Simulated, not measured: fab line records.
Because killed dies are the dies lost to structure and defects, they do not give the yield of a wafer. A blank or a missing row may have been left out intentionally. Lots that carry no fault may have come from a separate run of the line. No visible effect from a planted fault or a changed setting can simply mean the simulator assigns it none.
What tool caused it? | flow rit cmos | 42 wafers from 14 lots sampled at 3 of the route's 202 steps

WHAT THE GAUGES READ, wafer by wafer
RIT_WELLDRIVE_RS_MEAS_01: the measuring method here is four-point-probe. Usual: NWELL_RS 275.3 ohm/sq, standard deviation 0.81.
lot  | measured    | on            | NWELL_RS (ohm/sq) | flag
L289 | day 2 04:24 | film metro-04 | 275.7 275.9 275.5 |
L291 | day 2 14:58 | film metro-04 | 275.2 274.3 275.9 |
L292 | day 2 19:32 | film metro-04 | 274.6 273.9 274.2 |
L294 | day 3 09:08 | film metro-04 | 275.6 274.3 274.6 |
L300 | day 4 12:25 | film metro-01 | 276.4 276.9 276.0 |
L301 | day 4 16:13 | film metro-04 | 275.9 276.6 276.1 |
L303 | day 5 02:22 | film metro-01 | 274.6 274.7 275.4 |
L305 | day 5 12:41 | film metro-03 | 285.9 285.5 284.6 | OFF
L306 | day 5 19:41 | film metro-03 | 284.0 284.1 284.0 | OFF
L307 | day 6 00:01 | film metro-04 | 274.5 274.8 274.9 |
L309 | day 6 09:46 | film metro-01 | 274.7 275.4 274.9 |
L310 | day 6 13:59 | film metro-04 | 275.5 276.9 276.7 |
L311 | day 6 19:02 | film metro-04 | 275.1 276.2 274.9 |
L312 | day 7 01:34 | film metro-01 | 275.6 276.2 276.0 |

RIT_WELLDRIVE_RS_MEAS_02: the measuring method here is four-point-probe. Usual: PWELL_RS 429.5 ohm/sq, standard deviation 1.2.
lot  | measured    | on            | PWELL_RS (ohm/sq) | flag
L289 | day 2 04:31 | film metro-04 | 430.8 429.5 430.5 |
L291 | day 2 15:05 | film metro-04 | 427.0 428.6 429.4 |
L292 | day 2 19:39 | film metro-04 | 429.8 429.5 430.6 |
L294 | day 3 09:16 | film metro-04 | 427.3 428.4 427.2 |
L300 | day 4 12:32 | film metro-01 | 429.9 430.2 428.6 |
L301 | day 4 16:20 | film metro-04 | 429.5 430.3 429.2 |
L303 | day 5 02:29 | film metro-01 | 429.0 429.2 428.9 |
L305 | day 5 12:48 | film metro-03 | 438.2 438.2 438.4 | OFF
L306 | day 5 19:49 | film metro-03 | 438.0 438.6 438.7 | OFF
L307 | day 6 00:08 | film metro-04 | 430.0 428.6 427.9 |
L309 | day 6 09:53 | film metro-01 | 428.1 428.5 427.9 |
L310 | day 6 14:06 | film metro-04 | 430.2 429.0 430.3 |
L311 | day 6 19:09 | film metro-04 | 428.8 430.1 428.9 |
L312 | day 7 01:41 | film metro-01 | 428.7 428.9 429.2 |

WHAT TOOL EACH LOT RAN ON (gives the tool, then ch and the chambers of the sampled wafers, and finally the start)
lot  | RIT_WELLDRIVE_ANNEAL_00
L289 | furnace-04 ch 0, day 1 23:17
L291 | furnace-04 ch 0, day 2 09:50
L292 | furnace-03 ch 0, day 2 14:27
L294 | furnace-04 ch 0, day 3 04:03
L300 | furnace-01 ch 0, day 4 07:19
L301 | furnace-04 ch 0, day 4 11:08
L303 | furnace-01 ch 0, day 4 21:17
L305 | furnace-01 ch 0, day 5 07:34
L306 | furnace-01 ch 0, day 5 14:36
L307 | furnace-04 ch 0, day 5 18:53
L309 | furnace-03 ch 0, day 6 04:38
L310 | furnace-04 ch 0, day 6 08:52
L311 | furnace-04 ch 0, day 6 13:56
L312 | furnace-03 ch 0, day 6 20:29
- RIT_WELLDRIVE_ANNEAL_00: time 14700 s.

AS READ BY THE TOOLS THEMSELVES (means over the sampled wafers that have a number; for cases with no such wafer, the mark the record gives instead)
RIT_WELLDRIVE_ANNEAL_00. Usual: spike tc centre C 1103.0 C, standard deviation 1.1; tube center temp C 1100 C, standard deviation 0.097; tube_center_temp_C_max 1102.8, standard deviation 0.42; zone power centre pct 53 %, standard deviation 4.9; zone power source pct 42.4 %, standard deviation 1.1.
lot  | tool       | spike tc centre C (C) | tube center temp C (C) | tube_center_temp_C_max | zone power centre pct (%) | zone power source pct (%) | flag
L289 | furnace-04 | 1102.7                | 1100                   | 1102.6                 | 58                        | 43.0                      |
L291 | furnace-04 | 1102.9                | 1100                   | 1103.0                 | 59                        | 42.9                      |
L292 | furnace-03 | 1104.0                | 1100                   | 1102.6                 | 49                        | 43.4                      |
L294 | furnace-04 | 1102.4                | 1100                   | 1102.6                 | 58                        | 42.7                      |
L300 | furnace-01 | 1102.7                | 1100                   | 1103.4                 | 49                        | 41.1                      |
L301 | furnace-04 | 1102.2                | 1100                   | 1103.1                 | 59                        | 42.6                      |
L303 | furnace-01 | 1102.7                | 1100                   | 1102.6                 | 48                        | 41.1                      |
L305 | furnace-01 | 1093.9                | 1092                   | 1094.9                 | 48                        | 40.3                      | OFF
L306 | furnace-01 | 1095.3                | 1092                   | 1094.9                 | 48                        | 40.3                      | OFF
L307 | furnace-04 | 1104.4                | 1100                   | 1102.5                 | 59                        | 42.8                      |
L309 | furnace-03 | 1103.8                | 1100                   | 1103.1                 | 49                        | 43.5                      |
L310 | furnace-04 | 1103.2                | 1100                   | 1102.6                 | 59                        | 42.8                      |
L311 | furnace-04 | 1102.4                | 1100                   | 1102.9                 | 59                        | 42.8                      |
L312 | furnace-03 | 1104.7                | 1100                   | 1103.1                 | 50                        | 43.6                      |

THE ANSWER, worked out from the rows above alone
Rule: a lot is off if the mean of its wafers that have a number lies more than 3 standard deviations from the usual mean. A lot without any number at a reading at which 4 lots or more have one is off too. The other lots that the step has rows for count as sound. First the gauges in route order, then the tools' own readings, where a lot's mean is used as printed above. At the first step where some lot is off, the reading lying furthest off is the one used; lots without a number count as furthest.
Off: L305, L306, at RIT_WELLDRIVE_RS_MEAS_01 (NWELL_RS).
A tool fits if, at a process step before that reading, it ran every lot that is off, and no sound lot after the first of them. Not tried: the gauges at RIT_WELLDRIVE_RS_MEAS_01; whatever is off there is also off at RIT_WELLDRIVE_ANNEAL_00, on other tools, and gauge error can't account for it. One fits: RIT_WELLDRIVE_ANNEAL_00 on furnace-01. Its last sound lot is L303 (day 4 21:17), its first lot that is off L305 (day 5 07:34): a fault that began between those two fits.
The tool's own readings at RIT_WELLDRIVE_ANNEAL_00 bear it out: on the lots that are off they differ by more than 5 times the standard deviation of the sound lots' means. spike tc centre C reads 1094.6 C there against 1103.2 C on the sound lots; tube center temp C reads 1092 C there against 1100 C on the sound lots; tube_center_temp_C_max reads 1094.9 there against 1102.8 on the sound lots.

WHAT THE SIMULATOR HAD PUT IN
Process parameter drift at RIT_WELLDRIVE_ANNEAL_00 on furnace-01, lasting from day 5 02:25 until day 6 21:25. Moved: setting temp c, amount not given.
Struck lots among those shown: L305, L306. The rule above reached the same finding.
